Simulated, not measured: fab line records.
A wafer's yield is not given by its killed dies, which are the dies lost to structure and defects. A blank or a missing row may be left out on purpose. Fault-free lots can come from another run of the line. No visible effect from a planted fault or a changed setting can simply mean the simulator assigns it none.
Shared-tool check ; flow berkeleyCmos170 ; Lots sampled 15, wafers sampled 45

WHAT PROMPTED THE OPENING
3 of 15 lots carry a flag on the reading GATE_POLY_THK at UCB170_GATE_THK_MEAS_05. Fault-free wafers read 214.0 nm, with a standard deviation of 1.6.
Rule: flag the lot when none of its wafers has a number, or when each of its wafers that has one lies beyond 4 standard deviations from that mean. The other lots count as sound.

lot;measured;on;GATE_POLY_THK (nm), wafer by wafer;flag
L562;day 7 08:26;filmMetro-02;213.4 214.0 213.7;
L563;day 7 08:26;filmMetro-01;214.1 213.1 213.1;
L565;day 7 15:05;filmMetro-04;216.3 213.3 217.5;
L566;day 7 16:39;filmMetro-04;426.8 428.6 426.9;FLAGGED
L567;day 8 11:37;filmMetro-04;216.2 216.3 215.6;
L568;day 8 11:37;filmMetro-01;210.9 212.6 211.7;
L573;day 8 21:55;filmMetro-02;429.6 429.9 430.2;FLAGGED
L578;day 10 04:49;filmMetro-01;217.7 216.3 214.7;
L575;day 10 06:18;filmMetro-01;429.3 427.2 429.6;FLAGGED
L579;day 10 19:26;filmMetro-04;212.9 214.1 213.6;
L580;day 10 19:27;filmMetro-02;213.6 214.0 212.0;
L581;day 11 02:40;filmMetro-02;215.1 214.5 214.5;
L583;day 11 14:54;filmMetro-04;215.7 215.9 213.0;
L582;day 11 14:55;filmMetro-01;213.8 213.9 212.2;
L584;day 11 21:59;filmMetro-02;213.4 216.3 213.8;
The numbers of the flagged lots are 428.7 nm on average: +214.7 nm against the usual, or +99 or more standard deviations.

TOOL THAT RAN EACH LOT
The record holds 1 process step before the reading, out of a route of 331 steps. Every cell lists first the tool, next ch and the chambers used by the sampled wafers, and last the start.
lot;flag;UCB170_GATE_CVD_04
L562;;lpcvd-02 ch 0, day 7 07:02
L563;;lpcvd-02 ch 1, day 7 07:02
L565;;lpcvd-01 ch 0, day 7 13:41
L566;FLAGGED;lpcvd-01 ch 0, day 7 13:41 and lpcvd-02 ch 0, day 7 15:15
L567;;lpcvd-02 ch 0, day 8 10:12
L568;;lpcvd-02 ch 0, day 8 10:12
L573;FLAGGED;lpcvd-01 ch 1, day 8 17:33
L578;;lpcvd-02 ch 1, day 10 03:20
L575;FLAGGED;lpcvd-02 ch 0, day 10 03:20
L579;;lpcvd-01 ch 1, day 10 18:02
L580;;lpcvd-01 ch 0, day 10 18:02
L581;;lpcvd-01 ch 0, day 11 01:15
L583;;lpcvd-01 ch 0, day 11 13:29
L582;;lpcvd-01 ch 0, day 11 13:29
L584;;lpcvd-02 ch 0, day 11 20:35
What is done by these steps:
- UCB170_GATE_CVD_04: deposits poly-Si from SiH4, time 1440 s, target thk 214 nm.
- UCB170_GATE_THK_MEAS_05

FLAGGED OVER TOTAL, TOOL BY TOOL (the gauges that took the reading come last)
step;tool;lots run;flagged;share of the flagged lots;sound lots run after its first flagged lot
UCB170_GATE_CVD_04;lpcvd-01;8;2;some;5 (L579,L580,L581,L582,L583)
UCB170_GATE_CVD_04;lpcvd-02;8;2;some;4 (L567,L568,L578,L584)
UCB170_GATE_THK_MEAS_05;filmMetro-01;5;1;some;1 (L582)
UCB170_GATE_THK_MEAS_05;filmMetro-02;5;1;some;3 (L580,L581,L584)
UCB170_GATE_THK_MEAS_05;filmMetro-04;5;1;some;3 (L567,L579,L583)

WHAT IS ALLOWED BY THE TABLE
No row of the table ran every flagged lot.

WHAT THE SIMULATOR HAD PUT IN
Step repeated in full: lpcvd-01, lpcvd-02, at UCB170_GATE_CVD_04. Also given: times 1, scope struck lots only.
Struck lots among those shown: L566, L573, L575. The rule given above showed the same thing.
